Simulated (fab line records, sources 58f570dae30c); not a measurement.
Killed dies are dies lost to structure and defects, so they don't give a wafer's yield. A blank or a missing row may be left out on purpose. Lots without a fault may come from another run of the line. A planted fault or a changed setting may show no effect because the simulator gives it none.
A struck lot beside a sound one | flow berkeley_cmos170 | 14 steps out of a route of 331
Sound: wafers L298.2, L298.4, L298.6. Struck: wafers L295.2, L295.3, L295.4. The cause comes at the end.
At each step with rows: each side's tool, then ch and its chambers, then its first start. Under that, the readings that differ: sound wafers | struck wafers | difference of the means | sigmas: that difference in standard deviations of wafers without a fault.
alike: readings whose means differ by less than 2 such deviations, and words and numbers that are the same on both sides. not compared: withheld readings, readings that some wafer has no value for, bounds like >300 that may hide the same value, and numbers for which the record gives no deviation and whose values overlap.
The two part at a step that has a row with sigmas, a row that says differs or no value, or rows on one side only. Numbers that don't overlap but have no deviation are shown without sigmas and don't part them. A reading that every wafer of one side lacks parts them only if that side has two wafers or more.

first, 3 steps without rows for these wafers: UCB170_NSD_EXPOSE_03 (exposes mask NSELECT MOD, target cd 1200 nm); UCB170_NSD_PEB_04; UCB170_NSD_DEVELOP_05 (develop time 45 s).
UCB170_NSD_CD_MEAS_06: target cd 1200 nm.
  sound on cd_sem-01, day 10 10:53; struck on cd_sem-02, day 9 20:57
  alike: cd_nm
UCB170_NSD_OVL_MEAS_07:
  sound on overlay-02, day 10 10:59; struck on overlay-02, day 9 21:03
  alike: NSD_OVL
then, 1 step without rows for these wafers: UCB170_NSD_IMPLANT_08.
UCB170_NSD_STRIP_09: strips in O2.
  sound on plasma_asher-03 ch 0,1, day 10 11:10; struck on plasma_asher-01 ch 0,1, day 9 21:14
  alike: chamber_pressure_mTorr, drypump_motor_current_A, oes_product_au, strip_time_to_endpoint_s
  not compared: rf_hours_counter_h
UCB170_NSD_TW_MEAS_10:
  sound on film_metro-03, day 10 11:17; struck on film_metro-04, day 9 21:20
  alike: NSD_TW
then, 4 steps without rows for these wafers: UCB170_NSD_CLEAN_11 (cleans in SPM, time 600 s); UCB170_BACKSIDE_HMDS_00 (prime time 60 s); UCB170_BACKSIDE_COAT_01 (resist thk 900 nm); UCB170_BACKSIDE_SOFTBAKE_02 (time 60 s).
UCB170_BACKSIDE_STRIP_03: strips in O2.
  sound on plasma_asher-01 ch 0, day 10 11:59; struck on plasma_asher-01 ch 0,1, day 9 22:01
  no value came back on the struck wafers for chamber_pressure_mTorr (mTorr), drypump_motor_current_A (A), oes_product_au (a.u.), strip_time_to_endpoint_s (s); on the sound wafers chamber_pressure_mTorr (mTorr) reads 3501 3497 3499
  reading                                   | sound | struck            | difference | sigmas
  model.KrF_of_BACKSIDE_COAT_01.thk_nm (nm) | 0 0 0 | 903.2 902.9 904.1 | +903.4     |
  not compared: rf_hours_counter_h
then, 1 step without rows for these wafers: UCB170_BACKSIDE_CLEAN_04 (cleans in SPM, time 600 s).

WHERE THEY PART
Only at UCB170_BACKSIDE_STRIP_03, within this record.

WHY: what the simulator had put in
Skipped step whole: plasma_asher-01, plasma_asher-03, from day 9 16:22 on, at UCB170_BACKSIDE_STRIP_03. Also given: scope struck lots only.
